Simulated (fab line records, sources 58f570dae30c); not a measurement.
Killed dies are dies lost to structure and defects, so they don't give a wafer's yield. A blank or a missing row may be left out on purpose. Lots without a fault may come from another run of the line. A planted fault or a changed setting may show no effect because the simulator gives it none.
Which tool did it? | flow berkeley_cmos170 | 14 lots, 42 wafers sampled, at 5 steps of a route of 331

WHAT THE GAUGES READ, wafer by wafer
UCB170_SCREENOX_THK_MEAS_02. Usual: SCREENOX_OXIDE_THK 14.51 nm, standard deviation 0.23.
lot  | measured    | on            | SCREENOX_OXIDE_THK (nm) | flag
L581 | day 5 01:53 | film_metro-03 | 14.42 14.20 14.44       |
L582 | day 5 01:54 | film_metro-04 | 14.50 14.61 14.60       |
L585 | day 6 08:37 | film_metro-01 | 14.44 14.37 14.45       |
L584 | day 6 08:38 | film_metro-03 | 14.40 14.31 14.47       |
L586 | day 6 10:23 | film_metro-03 | 14.30 14.61 14.50       |
L591 | day 6 20:04 | film_metro-04 | 14.39 14.39 14.50       |
L595 | day 8 07:13 | film_metro-03 | 14.54 14.55 14.56       |
L596 | day 8 07:13 | film_metro-01 | 14.19 14.54 14.35       |
L597 | day 8 07:17 | film_metro-03 | 14.13 14.14 14.41       |
L598 | day 8 19:24 | film_metro-03 | 14.41 14.25 14.50       |
L599 | day 9 04:19 | film_metro-04 | 14.82 14.76 14.59       |
L601 | day 9 04:19 | film_metro-01 | 14.40 14.72 14.66       |
L604 | day 9 14:11 | film_metro-03 | 14.76 14.74 14.68       |
L602 | day 9 14:11 | film_metro-04 | 14.84 14.80 14.67       |

UCB170_PVT_TW_MEAS_09. Usual: PVT_TW 513, standard deviation 3.1.
lot  | measured    | on            | PVT_TW      | flag
L581 | day 5 12:03 | film_metro-02 | 511 511 510 |
L582 | day 5 12:02 | film_metro-03 | 519 515 516 |
L585 | day 6 17:26 | film_metro-01 | 511 512 511 |
L584 | day 6 17:22 | film_metro-02 | 509 511 508 |
L586 | day 6 19:11 | film_metro-02 | 508 510 510 |
L591 | day 7 04:24 | film_metro-03 | 516 516 516 |
L595 | day 8 19:40 | film_metro-02 | 480 482 480 | OFF
L596 | day 8 19:56 | film_metro-01 | 516 513 514 |
L597 | day 8 20:13 | film_metro-02 | 482 480 482 | OFF
L598 | day 9 08:43 | film_metro-03 | 517 517 515 |
L599 | day 9 11:10 | film_metro-01 | 511 511 512 |
L601 | day 9 11:55 | film_metro-03 | 517 516 518 |
L604 | day 9 23:14 | film_metro-03 | 514 516 514 |
L602 | day 9 22:59 | film_metro-03 | 519 519 517 |

UCB170_CONTACT_CD_MEAS_15: target cd 700 nm. Usual: cd_nm 699.9 nm, standard deviation 1.4.
lot  | measured     | on        | cd_nm (nm)        | flag
L581 | day 6 19:33  | cd_sem-01 | 696.7 698.1 697.8 |
L582 | day 6 17:32  | cd_sem-02 | 701.0 701.1 702.4 |
L585 | day 8 04:34  | cd_sem-01 | 699.6 696.9 698.0 |
L584 | day 8 05:20  | cd_sem-02 | 698.8 698.8 698.7 |
L586 | day 8 04:18  | cd_sem-01 | 703.7 703.8 703.7 |
L591 | day 8 14:14  | cd_sem-02 | 698.2 699.4 698.6 |
L595 | day 10 07:14 | cd_sem-02 | 698.5 698.7 697.9 |
L596 | day 10 07:58 | cd_sem-01 | 699.3 698.9 699.0 |
L597 | day 10 04:52 | cd_sem-01 | 700.3 699.1 698.9 |
L598 | day 10 21:18 | cd_sem-01 | 700.7 699.4 699.6 |
L599 | day 10 22:34 | cd_sem-02 | 699.5 697.2 698.7 |
L601 | day 10 22:38 | cd_sem-01 | 700.1 702.0 700.4 |
L604 | day 11 10:01 | cd_sem-01 | 699.9 699.3 699.0 |
L602 | day 11 04:49 | cd_sem-01 | 701.2 700.3 701.0 |

WHICH TOOL RAN EACH LOT (tool, then ch and the chambers of the sampled wafers, then the start)
lot  | UCB170_PWELL_ETCH_14              | UCB170_PVT_IMPLANT_07
L581 | rie_diel-01 ch 0,1,3, day 3 01:10 | implanter-04 ch 0, day 5 11:48
L582 | rie_diel-01 ch 0,1,3, day 3 05:52 | implanter-01 ch 0, day 5 11:49
L585 | rie_diel-02 ch 0,2,3, day 4 00:41 | implanter-04 ch 0, day 6 17:11
L584 | rie_diel-04 ch 1,2,3, day 4 00:52 | implanter-01 ch 0, day 6 17:08
L586 | rie_diel-02 ch 0,1,3, day 4 10:49 | implanter-04 ch 0, day 6 18:56
L591 | rie_diel-04 ch 1,2,3, day 5 04:16 | implanter-04 ch 0, day 7 04:09
L595 | rie_diel-01 ch 0,1,3, day 6 02:00 | implanter-04 ch 0, day 8 19:26
L596 | rie_diel-02 ch 0,1,2, day 6 06:38 | implanter-01 ch 0, day 8 19:42
L597 | rie_diel-01 ch 1,2,3, day 6 06:46 | implanter-04 ch 0, day 8 20:00
L598 | rie_diel-04 ch 1,2,3, day 6 11:13 | implanter-01 ch 0, day 9 08:28
L599 | rie_diel-01 ch 0,1, day 6 14:55   | implanter-02 ch 0, day 9 10:55
L601 | rie_diel-02 ch 0,2,3, day 6 22:14 | implanter-02 ch 0, day 9 11:40
L604 | rie_diel-02 ch 0,3, day 7 12:10   | implanter-02 ch 0, day 9 23:01
L602 | rie_diel-01 ch 1,3, day 7 12:20   | implanter-02 ch 0, day 9 22:43
- UCB170_PWELL_ETCH_14: etches Si3N4 in CH3F/Ar/O2, stops on SiO2, target depth 242 nm, time 151 s.
- UCB170_PVT_IMPLANT_07

WHAT THE TOOLS THEMSELVES READ (means of the sampled wafers that have a number; where no wafer has one, the mark that the record gives instead)
UCB170_PWELL_ETCH_14. Usual: drypump_motor_current_A 5.6 A, standard deviation 0.53; oes_product_au 0.943 a.u., standard deviation 0.0087; throttle_valve_pct 8.00 %, standard deviation 0.13.
lot  | tool        | drypump_motor_current_A (A) | oes_product_au (a.u.) | throttle_valve_pct (%) | flag
L581 | rie_diel-01 | 5.3                         | 0.945                 | 8.04                   |
L582 | rie_diel-01 | 5.3                         | 0.945                 | 8.05                   |
L585 | rie_diel-02 | 5.8                         | 0.936                 | 8.09                   |
L584 | rie_diel-04 | 5.6                         | 0.933                 | 7.93                   |
L586 | rie_diel-02 | 5.4                         | 0.945                 | 8.01                   |
L591 | rie_diel-04 | 5.5                         | 0.945                 | 7.93                   |
L595 | rie_diel-01 | 5.4                         | 0.952                 | 8.03                   |
L596 | rie_diel-02 | 6.0                         | 0.950                 | 8.00                   |
L597 | rie_diel-01 | 5.8                         | 0.949                 | 7.98                   |
L598 | rie_diel-04 | 5.5                         | 0.945                 | 7.94                   |
L599 | rie_diel-01 | 5.6                         | 0.950                 | 7.96                   |
L601 | rie_diel-02 | 5.8                         | 0.947                 | 8.08                   |
L604 | rie_diel-02 | 5.2                         | 0.942                 | 8.11                   |
L602 | rie_diel-01 | 5.5                         | 0.942                 | 8.06                   |

UCB170_PVT_IMPLANT_07. Usual: dose_ions_cm2 1.9998e+12, standard deviation 2.2e+09; faraday_current_uA 6.32, standard deviation 0.14.
lot  | tool         | dose_ions_cm2 | faraday_current_uA | flag
L581 | implanter-04 | 1.9993e+12    | 6.33               |
L582 | implanter-01 | 2.0028e+12    | 6.38               |
L585 | implanter-04 | 1.9975e+12    | 6.34               |
L584 | implanter-01 | 1.9985e+12    | 6.36               |
L586 | implanter-04 | 2.0001e+12    | 6.27               |
L591 | implanter-04 | 2.0017e+12    | 6.31               |
L595 | implanter-04 | 1.6616e+12    | 5.38               | OFF
L596 | implanter-01 | 1.9991e+12    | 6.35               |
L597 | implanter-04 | 1.6574e+12    | 5.27               | OFF
L598 | implanter-01 | 1.9986e+12    | 6.43               |
L599 | implanter-02 | 1.9983e+12    | 6.30               |
L601 | implanter-02 | 2.0019e+12    | 6.34               |
L604 | implanter-02 | 1.9993e+12    | 6.28               |
L602 | implanter-02 | 1.9997e+12    | 6.32               |

THE ANSWER, worked out from the rows above alone
Rule: a lot is off if the mean of its wafers that have a number lies more than 3 standard deviations from the usual mean. A lot without any number at a reading at which 4 lots or more have one is off too. The other lots that the step has rows for count as sound. The gauges are gone through in route order, then the tools' own readings, and for those a lot's mean is taken as printed above. The first step at which some lot is off is used, and at that step the reading that is off furthest; a lot without a number counts as furthest.
Off: L595, L597, at UCB170_PVT_TW_MEAS_09 (PVT_TW).
A tool fits if, at a process step before that reading, it ran every lot that is off, and no sound lot after the first of them. The gauges at UCB170_PVT_TW_MEAS_09 aren't tried: what is off there is off at UCB170_PVT_IMPLANT_07 too, on other tools, and a gauge's error can't cause that. One fits: implanter-04 at UCB170_PVT_IMPLANT_07. Its last sound lot is L591 (day 7 04:09), its first lot that is off L595 (day 8 19:26): a fault that began between those two fits.
The tool's own readings at UCB170_PVT_IMPLANT_07 bear it out: on the lots that are off they differ by more than 5 times the standard deviation of the sound lots' means. dose_ions_cm2 reads 1.6595e+12 there against 1.9997e+12 on the sound lots; faraday_current_uA reads 5.32 there against 6.33 on the sound lots.

WHAT THE SIMULATOR HAD PUT IN
Process parameter drift: implanter-04, from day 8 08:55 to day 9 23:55, at UCB170_PVT_IMPLANT_07. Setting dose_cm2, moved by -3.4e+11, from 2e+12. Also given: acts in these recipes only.
Lots struck among those shown: L595, L597. The rule above found the same.
